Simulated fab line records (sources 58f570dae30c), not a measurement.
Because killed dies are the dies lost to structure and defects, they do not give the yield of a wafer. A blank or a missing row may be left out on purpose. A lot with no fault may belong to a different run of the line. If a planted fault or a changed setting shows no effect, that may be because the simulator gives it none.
fab line records ; flow berkeley_cmos170
record lots=14; wafers=42; last_day=13
route steps=331 shown V1@268 M2@272
lots that met no fault: taken from a fault-free run of the same line
start_h: the number of hours between the record's first day and the start of the first shown wafer of the lot ; wait_h: hours from the lot's prior step to this one ; " unchanged from the row above ; L1.1+2: one row covering several wafers at once ; - value missing, or start not given ; * or withheld: withheld ; < > ~ a bound
route shown NAME@n: names a module that has steps shown in the file, with the first one's number in the route ; usual: mean/standard deviation taken from wafers without a fault ; same: alike in all rows ; chamber/n: place in a boat ; sites: the reading at each site ; _std_site: the values' standard deviation ; _edge_site: mean of outer sites minus mean of inner sites ; radius_mm: how far each site lies from the wafer's centre ; mask NAME#n: copy n ; behind: the most recent tool/chamber to have shaped the wafer ; hold: what put the lot on hold/how long, in hours/how the hold closed ; device: whichever transistor did not switch (one of n, p or np) ; end of line: the route-end tests of the same wafers ; a step with no rows: only its recipe ; killed: count of dies lost to structure and defects at first sort (not the wafer's yield) ; map: dies across one wafer; x = killed, . = not, _ = none there
set.NAME: the setting the step ran with; set.NAME@STEP: the setting that earlier step ran with ; model.NAME: the simulator's own value behind a step, which no gauge read
steps of the route over a sample of lots; a table a step, a row a wafer
services: from which hour (start_h, from the record's first day; less than 0 if before it) a tool's chamber was out of use, for how many hours, and why
## steps
# step UCB170_V1_ETCH_14
# recipe chemistry=CHF3/CF4/Ar; target=SiO2; stop_on=Al; CHF3_flow_sccm=45; cf4_flow_sccm=15; Ar_flow_sccm=150; pressure_mtorr=200; rf_w=700; target_depth_a=12500; over_etch_frac=0.25; time_s=291
# usual drypump_motor_current_A=5.8/0.39; oes_product_au=0.871/0.014; rf_fwd_power_W=698.0/2; throttle_valve_pct=6.93/0.13
# same over_etch_frac=0.25
lot.wafer;tool;chamber;start_h;wait_h;drypump_motor_current_A;oes_product_au;rf_fwd_power_W;rf_hours_counter_h;throttle_valve_pct
L324.3;rie_diel-03;1;162.30;0.0;6.3;0.887;697.7;76;6.99
L324.4;rie_diel-03;0;162.30;0.0;5.9;0.892;699.2;8;6.87
L324.6;rie_diel-03;1;162.30;0.0;6.3;0.891;699.4;-;7.00
L326.2;rie_diel-03;2;182.78;0.0;5.6;0.881;698.6;39;6.92
L326.4;rie_diel-03;1;182.78;0.0;6.2;0.892;699.4;-;7.01
L326.6;rie_diel-03;0;182.78;0.0;5.9;0.877;700.0;-;6.90
L327.3;rie_diel-02;3;183.89;0.0;5.4;0.845;693.6;127;6.72
L327.4;rie_diel-02;2;183.89;0.0;5.7;0.856;700.4;100;6.99
L327.5;rie_diel-02;0;183.89;0.0;6.1;0.883;696.4;-;7.08
L325.2;rie_diel-02;0;184.96;0.0;6.1;0.882;697.9;1;7.10
L325.3;rie_diel-02;3;184.96;0.0;5.4;0.849;696.9;127;6.73
L325.4;rie_diel-02;2;184.96;0.0;5.7;0.863;696.8;100;6.98
L329.3;rie_diel-02;0;189.43;0.0;6.1;0.889;697.7;1;7.08
L329.4;rie_diel-02;1;189.43;0.0;5.8;0.876;698.4;74;6.76
L329.5;rie_diel-02;3;189.43;0.0;5.4;0.848;695.1;-;6.72
L328.1;rie_diel-02;3;190.84;0.0;5.4;0.847;698.8;127;6.73
L328.4;rie_diel-02;0;190.84;0.0;6.1;0.887;697.3;1;7.08
L328.6;rie_diel-02;3;190.84;0.0;5.4;0.838;698.8;-;6.71
L333.1;rie_diel-01;2;228.04;0.0;6.5;0.860;697.5;51;7.04
L333.4;rie_diel-01;3;228.04;0.0;4.8;0.868;697.6;-;7.16
L333.5;rie_diel-01;0;228.04;0.0;6.6;0.864;697.7;-;7.01
L334.2;rie_diel-02;3;229.39;0.0;5.4;0.853;698.6;129;6.74
L334.3;rie_diel-02;1;229.39;0.0;5.8;0.869;699.5;76;6.75
L334.6;rie_diel-02;2;229.39;0.0;5.7;0.863;699.3;-;6.98
L337.2;rie_diel-01;1;242.09;0.0;5.7;0.852;698.9;1;6.88
L337.4;rie_diel-01;2;242.09;0.0;6.5;0.846;697.9;52;7.05
L337.6;rie_diel-01;0;242.09;0.0;6.6;0.875;695.8;-;7.02
L335.2;rie_diel-03;1;246.26;0.0;6.2;0.883;697.8;80;6.99
L335.3;rie_diel-03;3;246.26;0.0;6.0;0.864;699.8;3;6.84
L335.5;rie_diel-03;0;246.26;0.0;5.9;0.892;701.1;-;6.88
L344.2;rie_diel-02;2;268.76;0.0;5.7;0.860;697.2;104;6.99
L344.3;rie_diel-02;1;268.76;0.0;5.9;0.868;697.7;77;6.75
L344.6;rie_diel-02;1;268.76;0.0;5.8;0.869;699.0;-;6.78
L345.1;rie_diel-02;1;271.16;0.0;5.8;0.881;701.2;77;6.75
L345.5;rie_diel-02;0;271.16;0.0;6.1;0.888;694.8;-;7.08
L345.6;rie_diel-02;3;271.16;0.0;5.4;0.851;694.8;-;6.74
L347.1;rie_diel-02;1;286.53;0.0;5.8;0.867;693.8;78;6.77
L347.4;rie_diel-02;1;286.53;0.0;5.9;0.867;694.9;-;6.77
L347.6;rie_diel-02;0;286.53;0.0;6.1;0.884;699.4;-;7.09
L346.2;rie_diel-03;1;289.52;0.0;6.2;0.885;698.3;82;7.01
L346.3;rie_diel-03;3;289.52;0.0;6.0;0.873;694.4;5;6.83
L346.5;rie_diel-03;1;289.52;0.0;6.3;0.885;696.8;-;7.00
# step UCB170_V1_STRIP_15
# recipe chemistry=O2; power_w=400; pressure_mtorr=3500; platen_temp_c=withheld; o2_flow_sccm=400; overash_fraction=0.5
# usual drypump_motor_current_A=5.2/0.35; oes_product_au=0.722/0.0047; strip_time_to_endpoint_s=15.47/0.092
lot.wafer;tool;chamber;start_h;wait_h;drypump_motor_current_A;oes_product_au;rf_hours_counter_h;strip_time_to_endpoint_s
L324.3;plasma_asher-03;0;162.51;0.1;4.9;0.733;-;15.53
L324.4;plasma_asher-03;1;162.51;0.1;5.0;0.729;-;15.58
L324.6;plasma_asher-03;0;162.51;0.1;4.8;0.719;-;15.55
L326.2;plasma_asher-03;0;182.96;0.1;4.8;0.724;40;15.37
L326.4;plasma_asher-03;0;182.96;0.1;4.8;0.721;-;15.32
L326.6;plasma_asher-03;1;182.96;0.1;5.0;0.720;-;15.44
L327.3;plasma_asher-02;0;184.10;0.1;5.2;0.713;-;15.54
L327.4;plasma_asher-02;1;184.10;0.1;5.6;0.732;-;15.37
L327.5;plasma_asher-02;0;184.10;0.1;5.2;0.725;-;15.36
L325.2;plasma_asher-02;0;185.13;0.1;5.2;0.723;46;15.45
L325.3;plasma_asher-02;0;185.13;0.1;5.2;0.719;-;15.49
L325.4;plasma_asher-02;1;185.13;0.1;5.6;0.726;-;15.43
L329.3;plasma_asher-03;1;189.64;0.1;4.9;0.729;-;15.42
L329.4;plasma_asher-03;0;189.64;0.1;4.9;0.724;-;15.54
L329.5;plasma_asher-03;0;189.64;0.1;4.9;0.727;-;15.52
L328.1;plasma_asher-03;1;191.02;0.1;5.0;0.724;41;15.61
L328.4;plasma_asher-03;0;191.02;0.1;4.9;0.719;-;15.45
L328.6;plasma_asher-03;0;191.02;0.1;4.8;0.724;-;15.63
L333.1;plasma_asher-04;0;228.22;0.1;5.7;0.726;50;15.46
L333.4;plasma_asher-04;0;228.22;0.1;5.7;0.723;-;15.29
L333.5;plasma_asher-04;1;228.22;0.1;4.7;0.715;-;15.45
L334.2;plasma_asher-03;1;229.56;0.1;5.0;0.716;45;15.45
L334.3;plasma_asher-03;1;229.56;0.1;5.0;0.720;-;15.40
L334.6;plasma_asher-03;0;229.56;0.1;4.8;0.726;-;15.34
L337.2;plasma_asher-04;1;242.27;0.1;4.7;0.717;52;15.57
L337.4;plasma_asher-04;0;242.27;0.1;5.7;0.712;-;15.55
L337.6;plasma_asher-04;1;242.27;0.1;4.7;0.726;-;15.60
L335.2;plasma_asher-04;0;246.44;0.1;5.7;0.724;52;15.48
L335.3;plasma_asher-04;0;246.44;0.1;5.7;0.715;-;15.51
L335.5;plasma_asher-04;1;246.44;0.1;4.7;0.725;-;15.48
L344.2;plasma_asher-02;1;268.94;0.1;5.6;0.721;55;15.50
L344.3;plasma_asher-02;1;268.94;0.1;5.6;0.723;-;15.63
L344.6;plasma_asher-02;0;268.94;0.1;5.2;0.718;-;15.63
L345.1;plasma_asher-02;1;271.34;0.1;5.6;0.721;55;15.59
L345.5;plasma_asher-02;0;271.34;0.1;5.2;0.723;-;15.53
L345.6;plasma_asher-02;1;271.34;0.1;5.6;0.720;-;15.64
L347.1;plasma_asher-04;1;286.71;0.1;4.8;0.725;59;15.42
L347.4;plasma_asher-04;0;286.71;0.1;5.7;0.722;-;15.39
L347.6;plasma_asher-04;1;286.71;0.1;4.7;0.726;-;15.35
L346.2;plasma_asher-02;0;289.70;0.1;5.2;0.724;58;15.41
L346.3;plasma_asher-02;1;289.70;0.1;5.7;0.724;-;15.50
L346.5;plasma_asher-02;0;289.70;0.1;5.2;0.725;-;15.37
# step UCB170_M2_SPUTTER_01
# recipe material=Al; target_thk_nm=900; time_s=120; power_w=6000; chamber_pressure_pa=0.5
# usual throttle_valve_pct=30.8/1.1
lot.wafer;tool;chamber;start_h;wait_h;throttle_valve_pct
L324.3;pvd_sputter-01;-;162.76;0.0;31.6
L324.4;pvd_sputter-01;-;162.76;0.0;32.0
L324.6;pvd_sputter-01;-;162.76;0.0;31.0
L326.2;pvd_sputter-04;-;183.24;0.0;29.5
L326.4;pvd_sputter-04;-;183.24;0.0;28.5
L326.6;pvd_sputter-04;-;183.24;0.0;32.2
L327.3;pvd_sputter-01;-;184.37;0.0;29.7
L327.4;pvd_sputter-01;-;184.37;0.0;31.9
L327.5;pvd_sputter-01;-;184.37;0.0;29.5
L325.2;pvd_sputter-01;-;185.42;0.0;30.8
L325.3;pvd_sputter-01;-;185.42;0.0;29.4
L325.4;pvd_sputter-01;-;185.42;0.0;32.0
L329.3;pvd_sputter-01;-;189.89;0.0;31.7
L329.4;pvd_sputter-01;-;189.89;0.0;31.8
L329.5;pvd_sputter-01;-;189.89;0.0;29.6
L328.1;pvd_sputter-01;-;191.31;0.0;31.7
L328.4;pvd_sputter-01;-;191.31;0.0;29.7
L328.6;pvd_sputter-01;-;191.31;0.0;29.4
L333.1;pvd_sputter-01;-;228.50;0.0;29.5
L333.4;pvd_sputter-01;-;228.50;0.0;31.7
L333.5;pvd_sputter-01;-;228.50;0.0;31.7
L334.2;pvd_sputter-04;-;229.85;0.0;28.5
L334.3;pvd_sputter-04;-;229.85;0.0;31.3
L334.6;pvd_sputter-04;-;229.85;0.0;29.5
L337.2;pvd_sputter-01;-;242.55;0.0;31.7
L337.4;pvd_sputter-01;-;242.55;0.0;29.4
L337.6;pvd_sputter-01;-;242.55;0.0;29.4
L335.2;pvd_sputter-01;-;246.73;0.0;31.8
L335.3;pvd_sputter-01;-;246.73;0.0;29.7
L335.5;pvd_sputter-01;-;246.73;0.0;30.9
L344.2;pvd_sputter-02;-;269.23;0.0;30.4
L344.3;pvd_sputter-02;-;269.23;0.0;31.5
L344.6;pvd_sputter-02;-;269.23;0.0;30.7
L345.1;pvd_sputter-01;-;271.63;0.0;32.0
L345.5;pvd_sputter-01;-;271.63;0.0;32.3
L345.6;pvd_sputter-01;-;271.63;0.0;30.8
L347.1;pvd_sputter-01;-;286.99;0.0;30.8
L347.4;pvd_sputter-01;-;286.99;0.0;29.9
L347.6;pvd_sputter-01;-;286.99;0.0;32.0
L346.2;pvd_sputter-04;-;289.99;0.0;31.5
L346.3;pvd_sputter-04;-;289.99;0.0;28.7
L346.5;pvd_sputter-04;-;289.99;0.0;32.0
# step UCB170_M2_PEB_13
# recipe peb_temp_c=130; peb_time_s=withheld; resist=KrF
# usual chill_plate_temp_C=22.98/0.11; exhaust_pa=45.0/0.85
lot.wafer;tool;chamber;start_h;wait_h;chill_plate_temp_C;exhaust_pa
L324.3;litho_track-02;0;165.89;0.3;23.14;45.5
L324.4;litho_track-02;0;165.89;0.3;23.00;45.5
L324.6;litho_track-02;0;165.89;0.3;23.14;43.9
L326.2;litho_track-01;0;184.95;0.1;22.93;44.4
L326.4;litho_track-01;0;184.95;0.1;22.87;44.9
L326.6;litho_track-01;0;184.95;0.1;22.81;46.3
L327.3;litho_track-04;0;186.15;0.1;23.05;44.3
L327.4;litho_track-04;0;186.15;0.1;23.16;43.4
L327.5;litho_track-04;0;186.15;0.1;23.07;44.2
L325.2;litho_track-01;0;187.13;0.1;22.89;44.9
L325.3;litho_track-01;0;187.13;0.1;22.91;46.0
L325.4;litho_track-01;0;187.13;0.1;23.07;44.6
L329.3;litho_track-02;0;192.07;0.1;22.74;46.3
L329.4;litho_track-02;0;192.07;0.1;22.87;47.1
L329.5;litho_track-02;0;192.07;0.1;22.72;46.1
L328.1;litho_track-01;0;195.52;0.7;23.06;45.6
L328.4;litho_track-01;0;195.52;0.7;22.94;43.9
L328.6;litho_track-01;0;195.52;0.7;23.01;45.6
L333.1;litho_track-02;0;230.44;0.1;23.11;45.9
L333.4;litho_track-02;0;230.44;0.1;22.98;44.8
L333.5;litho_track-02;0;230.44;0.1;22.92;45.6
L334.2;litho_track-01;-;231.85;0.3;-;-
L334.3;litho_track-01;-;231.85;0.3;-;-
L334.6;litho_track-01;-;231.85;0.3;-;-
L337.2;litho_track-02;-;245.61;0.4;-;-
L337.4;litho_track-02;-;245.61;0.4;-;-
L337.6;litho_track-02;-;245.61;0.4;-;-
L335.2;litho_track-02;0;250.72;0.1;22.89;43.4
L335.3;litho_track-02;0;250.72;0.1;22.91;44.1
L335.5;litho_track-02;0;250.72;0.1;22.91;43.6
L344.2;litho_track-02;0;272.71;0.7;22.91;43.9
L344.3;litho_track-02;0;272.71;0.7;23.06;44.9
L344.6;litho_track-02;0;272.71;0.7;23.01;43.6
L345.1;litho_track-02;0;274.58;0.7;23.04;45.5
L345.5;litho_track-02;0;274.58;0.7;23.07;44.6
L345.6;litho_track-02;0;274.58;0.7;22.85;45.0
L347.1;litho_track-04;0;289.03;0.3;22.89;44.0
L347.4;litho_track-04;0;289.03;0.3;23.17;45.1
L347.6;litho_track-04;0;289.03;0.3;23.10;44.7
L346.2;litho_track-04;0;293.69;0.2;22.93;44.7
L346.3;litho_track-04;0;293.69;0.2;23.04;45.3
L346.5;litho_track-04;0;293.69;0.2;23.09;44.2
## services
tool;chamber;start_h;hours;kind
rie_diel-01;-;138.90;7.6;repair
rie_diel-02;0;139.21;9.1;repair
pvd_sputter-01;-;143.99;3.7;repair
rie_diel-02;0;148.35;-;clean
rie_diel-02;0;148.35;14.3;scheduled_down
rie_diel-02;0;148.35;14.3;vent_cycle
rie_diel-03;3;151.15;3.8;repair
rie_diel-02;1;156.20;10.3;repair
pvd_sputter-02;-;172.06;49.7;repair
rie_diel-03;3;173.54;-;clean
rie_diel-03;3;173.54;18.2;scheduled_down
plasma_asher-02;-;185.92;0.7;repair
plasma_asher-02;-;189.25;0.6;repair
rie_diel-01;-;191.57;2.8;pm
pvd_sputter-01;-;223.22;3.2;repair
rie_diel-03;2;242.82;14.6;repair
plasma_asher-02;-;246.27;10.5;pm
plasma_asher-03;-;261.27;34.0;repair
rie_diel-02;3;272.23;-;clean
rie_diel-02;3;272.23;16.2;scheduled_down
rie_diel-02;3;272.23;16.2;vent_cycle
pvd_sputter-02;-;282.73;1.8;repair
plasma_asher-03;-;284.35;4.9;repair
plasma_asher-04;-;287.18;2.5;repair
## key
first_sign step=UCB170_M2_PEB_13; reading=tool_record; direction=missing
effect none on later readings
met_at UCB170_M2_PEB_13
struck_lots L334,L337
later_rows_left_out L334.2,L334.3,L334.6,L337.2,L337.4,L337.6
sort_left_out L334.2,L334.3,L334.6,L337.2,L337.4,L337.6
not_acting_at UCB170_V1_ETCH_14,UCB170_V1_STRIP_15,UCB170_M2_SPUTTER_01
onset_between 230.44 231.85
fault kind=skipped_step_whole; tool=litho_track-01,litho_track-02; chamber=-; onset_h=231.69; steps=UCB170_M2_PEB_13; scope=struck_lots_only
# sort_left_out: the simulated sort isn't trusted on such a fault, so these wafers' sort isn't shown, and their yield isn't known
# later_rows_left_out: the simulator's readings of these wafers behind a module that went badly wrong aren't trusted and aren't shown, but for the sort
